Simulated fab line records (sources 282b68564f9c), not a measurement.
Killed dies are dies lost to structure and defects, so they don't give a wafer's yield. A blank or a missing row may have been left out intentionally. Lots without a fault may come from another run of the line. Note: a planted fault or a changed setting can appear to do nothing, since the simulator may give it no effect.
Which tool was responsible? / flow rit cmos / Sampling: 14 lots, 42 wafers, 6 of 202 route steps

## WHAT THE GAUGES SHOWED, per wafer
RIT_SDANNEAL_RS_MEAS_04: the measuring method here is four-point-probe. Usual: PSD_RS 115.9 ohm/sq, standard deviation 0.33.
lot=L851; measured=day 3 02:14; on=film metro-01; PSD_RS (ohm/sq)=115.9 116.1 115.9; flag=
lot=L852; measured=day 3 07:03; on=film metro-01; PSD_RS (ohm/sq)=115.8 115.8 116.0; flag=
lot=L854; measured=day 3 15:28; on=film metro-03; PSD_RS (ohm/sq)=116.4 116.3 116.5; flag=
lot=L855; measured=day 3 21:26; on=film metro-03; PSD_RS (ohm/sq)=115.5 115.7 115.6; flag=
lot=L858; measured=day 4 11:53; on=film metro-02; PSD_RS (ohm/sq)=115.9 116.1 116.1; flag=
lot=L859; measured=day 4 17:56; on=film metro-03; PSD_RS (ohm/sq)=115.7 115.7 115.9; flag=
lot=L860; measured=day 4 22:03; on=film metro-03; PSD_RS (ohm/sq)=116.1 116.2 116.0; flag=
lot=L862; measured=day 5 08:57; on=film metro-03; PSD_RS (ohm/sq)=115.8 115.8 116.1; flag=
lot=L863; measured=day 5 15:37; on=film metro-03; PSD_RS (ohm/sq)=116.0 115.8 115.9; flag=
lot=L865; measured=day 6 00:00; on=film metro-01; PSD_RS (ohm/sq)=115.9 115.9 116.0; flag=
lot=L864; measured=day 6 00:55; on=film metro-02; PSD_RS (ohm/sq)=116.0 116.3 115.9; flag=
lot=L867; measured=day 6 09:02; on=film metro-02; PSD_RS (ohm/sq)=115.7 115.5 115.9; flag=
lot=L871; measured=day 7 05:52; on=film metro-02; PSD_RS (ohm/sq)=94.0 94.3 94.3; flag=OFF
lot=L873; measured=day 7 15:52; on=film metro-03; PSD_RS (ohm/sq)=93.8 93.9 94.1; flag=OFF

RIT_SDANNEAL_RS_MEAS_05: the measuring method here is four-point-probe. Usual: NSD_RS 84.54 ohm/sq, standard deviation 0.28.
lot=L851; measured=day 3 02:22; on=film metro-01; NSD_RS (ohm/sq)=85.22 85.21 85.25; flag=
lot=L852; measured=day 3 07:10; on=film metro-01; NSD_RS (ohm/sq)=84.57 84.56 84.81; flag=
lot=L854; measured=day 3 15:35; on=film metro-03; NSD_RS (ohm/sq)=84.75 84.55 84.34; flag=
lot=L855; measured=day 3 21:33; on=film metro-03; NSD_RS (ohm/sq)=84.53 84.22 84.68; flag=
lot=L858; measured=day 4 12:00; on=film metro-02; NSD_RS (ohm/sq)=84.36 84.80 84.53; flag=
lot=L859; measured=day 4 18:03; on=film metro-03; NSD_RS (ohm/sq)=84.09 84.21 84.37; flag=
lot=L860; measured=day 4 22:10; on=film metro-03; NSD_RS (ohm/sq)=84.45 85.01 84.34; flag=
lot=L862; measured=day 5 09:04; on=film metro-03; NSD_RS (ohm/sq)=84.52 84.57 84.91; flag=
lot=L863; measured=day 5 15:44; on=film metro-03; NSD_RS (ohm/sq)=84.87 84.79 84.75; flag=
lot=L865; measured=day 6 00:07; on=film metro-01; NSD_RS (ohm/sq)=85.12 84.61 84.99; flag=
lot=L864; measured=day 6 01:02; on=film metro-02; NSD_RS (ohm/sq)=84.44 84.19 84.24; flag=
lot=L867; measured=day 6 09:10; on=film metro-02; NSD_RS (ohm/sq)=84.05 84.26 84.74; flag=
lot=L871; measured=day 7 05:59; on=film metro-02; NSD_RS (ohm/sq)=83.31 82.94 82.84; flag=OFF
lot=L873; measured=day 7 15:59; on=film metro-03; NSD_RS (ohm/sq)=83.56 83.42 83.66; flag=OFF

RIT_SDANNEAL_RS_MEAS_06: the measuring method here is four-point-probe. Usual: PLDD_RS 179.7 ohm/sq, standard deviation 0.51.
lot=L851; measured=day 3 02:29; on=film metro-01; PLDD_RS (ohm/sq)=179.4 179.8 179.3; flag=
lot=L852; measured=day 3 07:17; on=film metro-01; PLDD_RS (ohm/sq)=180.2 179.5 179.8; flag=
lot=L854; measured=day 3 15:42; on=film metro-03; PLDD_RS (ohm/sq)=180.9 180.1 180.0; flag=
lot=L855; measured=day 3 21:40; on=film metro-03; PLDD_RS (ohm/sq)=179.5 179.6 179.2; flag=
lot=L858; measured=day 4 12:07; on=film metro-02; PLDD_RS (ohm/sq)=179.0 178.8 179.0; flag=
lot=L859; measured=day 4 18:10; on=film metro-03; PLDD_RS (ohm/sq)=179.3 179.6 180.7; flag=
lot=L860; measured=day 4 22:17; on=film metro-03; PLDD_RS (ohm/sq)=179.8 180.3 179.9; flag=
lot=L862; measured=day 5 09:11; on=film metro-03; PLDD_RS (ohm/sq)=179.5 179.9 179.8; flag=
lot=L863; measured=day 5 15:52; on=film metro-03; PLDD_RS (ohm/sq)=179.9 179.8 179.7; flag=
lot=L865; measured=day 6 00:14; on=film metro-01; PLDD_RS (ohm/sq)=180.0 179.8 179.6; flag=
lot=L864; measured=day 6 01:10; on=film metro-02; PLDD_RS (ohm/sq)=179.2 179.9 178.9; flag=
lot=L867; measured=day 6 09:17; on=film metro-02; PLDD_RS (ohm/sq)=179.2 180.2 179.7; flag=
lot=L871; measured=day 7 06:07; on=film metro-02; PLDD_RS (ohm/sq)=160.4 160.4 160.3; flag=OFF
lot=L873; measured=day 7 16:07; on=film metro-03; PLDD_RS (ohm/sq)=160.4 160.5 160.8; flag=OFF

RIT_CONTACT_CD_MEAS_08 targets a cd of 1000 nm. Usual: cd nm reads 1000.6 nm (standard deviation 2).
lot=L851; measured=day 3 04:26; on=cd sem-01; cd nm (nm)=999.3 1000.7 1002.0; flag=
lot=L852; measured=day 3 09:08; on=cd sem-02; cd nm (nm)=1000.3 1000.6 1001.0; flag=
lot=L854; measured=day 3 17:40; on=cd sem-02; cd nm (nm)=997.2 996.7 996.2; flag=
lot=L855; measured=day 3 23:39; on=cd sem-02; cd nm (nm)=999.6 996.5 999.1; flag=
lot=L858; measured=day 4 14:05; on=cd sem-01; cd nm (nm)=1004.3 1005.7 1003.7; flag=
lot=L859; measured=day 4 20:08; on=cd sem-01; cd nm (nm)=1002.5 1000.1 1000.1; flag=
lot=L860; measured=day 5 00:10; on=cd sem-02; cd nm (nm)=999.2 995.4 998.2; flag=
lot=L862; measured=day 5 11:20; on=cd sem-02; cd nm (nm)=1000.7 1000.6 1000.8; flag=
lot=L863; measured=day 5 17:41; on=cd sem-02; cd nm (nm)=1001.1 1000.5 1000.5; flag=
lot=L865; measured=day 6 02:14; on=cd sem-02; cd nm (nm)=999.2 998.3 999.2; flag=
lot=L864; measured=day 6 03:02; on=cd sem-02; cd nm (nm)=1001.3 1001.2 1000.7; flag=
lot=L867; measured=day 6 11:07; on=cd sem-02; cd nm (nm)=999.2 996.9 999.1; flag=
lot=L871; measured=day 7 08:11; on=cd sem-01; cd nm (nm)=999.7 1001.1 999.6; flag=
lot=L873; measured=day 7 17:56; on=cd sem-02; cd nm (nm)=999.9 997.3 1000.4; flag=

## EACH LOT AND THE TOOL THAT RAN IT (in order: tool; ch and the chambers of the sampled wafers; start)
lot=L851; RIT_GATE_STRIP_20=plasma asher-01 ch 0,1, day 2 13:16; RIT_SDANNEAL_RTA_03=rtp anneal-01 ch 0, day 3 02:10
lot=L852; RIT_GATE_STRIP_20=plasma asher-03 ch 0,1, day 2 18:56; RIT_SDANNEAL_RTA_03=rtp anneal-02 ch 0, day 3 06:59
lot=L854; RIT_GATE_STRIP_20=plasma asher-01 ch 0,1, day 3 02:58; RIT_SDANNEAL_RTA_03=rtp anneal-02 ch 0, day 3 15:24
lot=L855; RIT_GATE_STRIP_20=plasma asher-04 ch 0,1, day 3 09:05; RIT_SDANNEAL_RTA_03=rtp anneal-01 ch 0, day 3 21:23
lot=L858; RIT_GATE_STRIP_20=plasma asher-01 ch 0,1, day 3 23:44; RIT_SDANNEAL_RTA_03=rtp anneal-02 ch 0, day 4 11:49
lot=L859; RIT_GATE_STRIP_20=plasma asher-04 ch 0,1, day 4 04:40; RIT_SDANNEAL_RTA_03=rtp anneal-01 ch 0, day 4 17:52
lot=L860; RIT_GATE_STRIP_20=plasma asher-03 ch 0,1, day 4 09:28; RIT_SDANNEAL_RTA_03=rtp anneal-02 ch 0, day 4 21:59
lot=L862; RIT_GATE_STRIP_20=plasma asher-03 ch 0,1, day 4 19:49; RIT_SDANNEAL_RTA_03=rtp anneal-02 ch 0, day 5 08:53
lot=L863; RIT_GATE_STRIP_20=plasma asher-03 ch 0,1, day 5 02:34; RIT_SDANNEAL_RTA_03=rtp anneal-01 ch 0, day 5 15:33
lot=L865; RIT_GATE_STRIP_20=plasma asher-04 ch 0,1, day 5 11:27; RIT_SDANNEAL_RTA_03=rtp anneal-02 ch 0, day 5 23:56
lot=L864; RIT_GATE_STRIP_20=plasma asher-01 ch 0,1, day 5 11:51; RIT_SDANNEAL_RTA_03=rtp anneal-02 ch 0, day 6 00:51
lot=L867; RIT_GATE_STRIP_20=plasma asher-04 ch 0,1, day 5 20:49; RIT_SDANNEAL_RTA_03=rtp anneal-01 ch 0, day 6 08:58
lot=L871; RIT_GATE_STRIP_20=plasma asher-03 ch 0,1, day 6 16:27; RIT_SDANNEAL_RTA_03=rtp anneal-01 ch 0, day 7 05:48
lot=L873; RIT_GATE_STRIP_20=plasma asher-01 ch 0,1, day 7 03:31; RIT_SDANNEAL_RTA_03=rtp anneal-01 ch 0, day 7 15:49
- RIT_GATE_STRIP_20: strips in O2, time 180 s.
- RIT_SDANNEAL_RTA_03: time 5 s.

## AS READ BY THE TOOLS THEMSELVES (means over the sampled wafers that have a number; for cases with no such wafer, the mark the record gives instead)
RIT_GATE_STRIP_20. Usual: drypump motor current A reads 5.8 A (standard deviation 0.44).
lot=L851; tool=plasma asher-01; drypump motor current A (A)=5.9; flag=
lot=L852; tool=plasma asher-03; drypump motor current A (A)=5.8; flag=
lot=L854; tool=plasma asher-01; drypump motor current A (A)=5.9; flag=
lot=L855; tool=plasma asher-04; drypump motor current A (A)=5.6; flag=
lot=L858; tool=plasma asher-01; drypump motor current A (A)=5.5; flag=
lot=L859; tool=plasma asher-04; drypump motor current A (A)=6.0; flag=
lot=L860; tool=plasma asher-03; drypump motor current A (A)=5.9; flag=
lot=L862; tool=plasma asher-03; drypump motor current A (A)=5.9; flag=
lot=L863; tool=plasma asher-03; drypump motor current A (A)=5.8; flag=
lot=L865; tool=plasma asher-04; drypump motor current A (A)=6.0; flag=
lot=L864; tool=plasma asher-01; drypump motor current A (A)=5.5; flag=
lot=L867; tool=plasma asher-04; drypump motor current A (A)=5.9; flag=
lot=L871; tool=plasma asher-03; drypump motor current A (A)=6.0; flag=
lot=L873; tool=plasma asher-01; drypump motor current A (A)=5.9; flag=

RIT_SDANNEAL_RTA_03. Usual: wafer_temp_C_max reads 1053.5 (standard deviation 1.1).
lot=L851; tool=rtp anneal-01; wafer_temp_C_max=1052.9; flag=
lot=L852; tool=rtp anneal-02; wafer_temp_C_max=1054.2; flag=
lot=L854; tool=rtp anneal-02; wafer_temp_C_max=1053.5; flag=
lot=L855; tool=rtp anneal-01; wafer_temp_C_max=1052.9; flag=
lot=L858; tool=rtp anneal-02; wafer_temp_C_max=1052.8; flag=
lot=L859; tool=rtp anneal-01; wafer_temp_C_max=1053.6; flag=
lot=L860; tool=rtp anneal-02; wafer_temp_C_max=1053.3; flag=
lot=L862; tool=rtp anneal-02; wafer_temp_C_max=1053.8; flag=
lot=L863; tool=rtp anneal-01; wafer_temp_C_max=1054.8; flag=
lot=L865; tool=rtp anneal-02; wafer_temp_C_max=1053.7; flag=
lot=L864; tool=rtp anneal-02; wafer_temp_C_max=1053.1; flag=
lot=L867; tool=rtp anneal-01; wafer_temp_C_max=1053.2; flag=
lot=L871; tool=rtp anneal-01; wafer_temp_C_max=1086.6; flag=OFF
lot=L873; tool=rtp anneal-01; wafer_temp_C_max=1085.8; flag=OFF

## THE ANSWER, worked out from the rows above alone
Rule: a lot is off if the mean of its wafers that have a number lies more than 3 standard deviations from the usual mean. Also off: a lot with no number at a reading for which 4 or more lots have one. Where the step has rows for the other lots, those lots are counted as sound. First the gauges in route order, then the tools' own readings, where a lot's mean is used as printed above. At the first step where some lot is off, the reading lying furthest off is the one used; lots without a number count as furthest.
Off: L871, L873, at RIT_SDANNEAL_RS_MEAS_04 (PSD_RS).
If a tool, at a process step before that reading, ran all the lots that are off and no sound lot after the first of them, it fits. The gauges at RIT_SDANNEAL_RS_MEAS_04 aren't tried: what is off there is off at RIT_SDANNEAL_RTA_03 too, on other tools, and a gauge's error can't cause that. One fits: rtp anneal-01 at RIT_SDANNEAL_RTA_03. A fault onset in the window from L867 (day 6 08:58, its last sound lot) to L871 (day 7 05:48, its first lot off) fits.
On the lots that are off, the tool's own readings at RIT_SDANNEAL_RTA_03 differ by more than 5 times the standard deviation of the sound lots' means, which bears it out; wafer_temp_C_max reads 1086.2 there versus 1053.5 on the sound lots.

## WHAT WAS PUT IN BY THE SIMULATOR
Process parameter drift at RIT_SDANNEAL_RTA_03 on rtp anneal-01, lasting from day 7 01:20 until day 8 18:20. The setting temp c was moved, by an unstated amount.
Shown lots that were struck: L871, L873. Same finding as the rule above.
